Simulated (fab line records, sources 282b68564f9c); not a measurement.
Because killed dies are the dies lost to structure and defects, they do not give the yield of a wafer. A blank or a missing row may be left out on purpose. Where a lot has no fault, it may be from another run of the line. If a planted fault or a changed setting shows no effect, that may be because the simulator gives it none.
Code-filled problem report in 8D (eight disciplines) form :: flow rit_cmos :: the parts of the form that need people (team, actions taken, sign-off) are left out

== 1. WHAT IS WRONG ==
Wafers free of any fault read 0.0732 ohm/sq (standard deviation 0.00078) for M1_AL_RS at RIT_M1_RS_MEAS_01, against a mean of 0.0474 ohm/sq on 2 wafers of 2 lots. That is -33 standard deviations from the usual mean.
The step: measures by four-point-probe.
The first sign was on wafer L317.4 at day 5 20:46, on film_metro-04. The record has a number at this step for 42 wafers belonging to 14 lots. The rule behind "out" and "out of limits": a value lying over 4 standard deviations away from the usual mean. All remaining wafers that have a number are taken as sound.

== 2. WHAT IT IS; WHAT IT IS NOT ==
question: which readings at this step
is: M1_AL_RS
is not: -

question: which lots
is: L317, L318
is not: L305, L306, L307, L308, L309, L314, L316, L319, L320, L322, L326, L327

question: which wafers of those lots
is: L317.4, L318.2
is not: L317.1, L317.5, L318.3, L318.4

question: read on which gauges
is: film_metro-04
is not: film_metro-01, film_metro-02

question: when
is: from day 5 20:46
is not: up to then (23 sound wafers); but 17 sound wafers of L318, L319, L320, L322, L326, L327 came after

== 3. THE SUSPECTS, EACH WITH WHAT RULES IT OUT ==
Counting: a tool at a process step up to the reading stays a suspect if it ran every lot that is out. Sound lots after the first of them don't rule it out here, since some wafers of a struck lot are sound.
- the gauge at RIT_M1_RS_MEAS_01 is ruled out. All the wafers that are out were read on film_metro-04, but those of them that RIT_M1_METAL_ETCH_12 has rows for are out there too, on other tools.
- pvd_sputter-01 at RIT_M1_SPUTTER_00 (material Al, target thk 400 nm, time 500 s): kept. It ran every lot that is out, first L317 (day 5 20:28); its last sound lot up to then is L314 (day 5 07:10).
Left after counting: pvd_sputter-01 at RIT_M1_SPUTTER_00.

== 4. THE CAUSE (what the simulator had put in) ==
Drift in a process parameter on pvd_sputter-01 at RIT_M1_SPUTTER_00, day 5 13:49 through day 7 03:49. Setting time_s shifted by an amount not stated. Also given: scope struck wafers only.
Counting left only this tool.

== 5. THE CHAIN OF EFFECTS, in route order ==
Each row: a reading whose mean over the struck wafers that have a number lies more than 3 standard deviations from the usual. Only readings whose record carries a usual standard deviation are examined. hours: median over the lots of the time between each lot's start at the first step of this table that gives one and its start at this step. sigmas: the change, counted in usual standard deviations.
hours: 0
step: RIT_M1_RS_MEAS_01
reading: M1_AL_RS
usual: 0.0732 ohm/sq
on struck wafers: 0.0474
change: -0.0258
sigmas: -33

hours: 0
step: RIT_M1_THK_MEAS_02
reading: M1_AL_THK
usual: 402 nm
on struck wafers: 618
change: +216
sigmas: +43

hours: 2
step: RIT_M1_METAL_ETCH_12
reading: oes_product_au
usual: 0.774 a.u.
on struck wafers: 0.988
change: +0.214
sigmas: +18

hours: 4
step: RIT_M1_PROBE_99
reading: defect_limited_yield
usual: 97.5 %
on struck wafers: 32.0
change: -65.5
sigmas: -55

hours: 4
step: RIT_M1_PROBE_99
reading: killed_at_M0_to_M3
usual: 0.0
on struck wafers: 169.5
change: +169.5
sigmas: +99 or more

hours: 4
step: RIT_M1_PROBE_99
reading: killed_dies
usual: 7
on struck wafers: 180
change: +172
sigmas: +56

hours: 4
step: RIT_M1_PROBE_99
reading: killed_on_rim
usual: 1.6
on struck wafers: 36.5
change: +34.9
sigmas: +27
Here are the process steps it includes:
- RIT_M1_METAL_ETCH_12: etches Al in Cl2/BCl3, stops on SiO2, time 165 s, target depth 600 nm.
- RIT_M1_PROBE_99

== 6. WHAT WOULD HAVE CAUGHT IT SOONER ==
7 hours passed between the start of the fault at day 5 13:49 and the first reading out of limits at a measuring or inspecting step in this record, taken at day 5 20:46.
An alarm limit of 4 standard deviations would not have fired on the tool readings at RIT_M1_SPUTTER_00 for which the record gives a usual standard deviation, since none of them was out on any struck wafer.
Lots out: 2; of these, L318 started RIT_M1_SPUTTER_00 on pvd_sputter-01 after day 5 20:46. Putting the tool on hold at that point would have spared it.
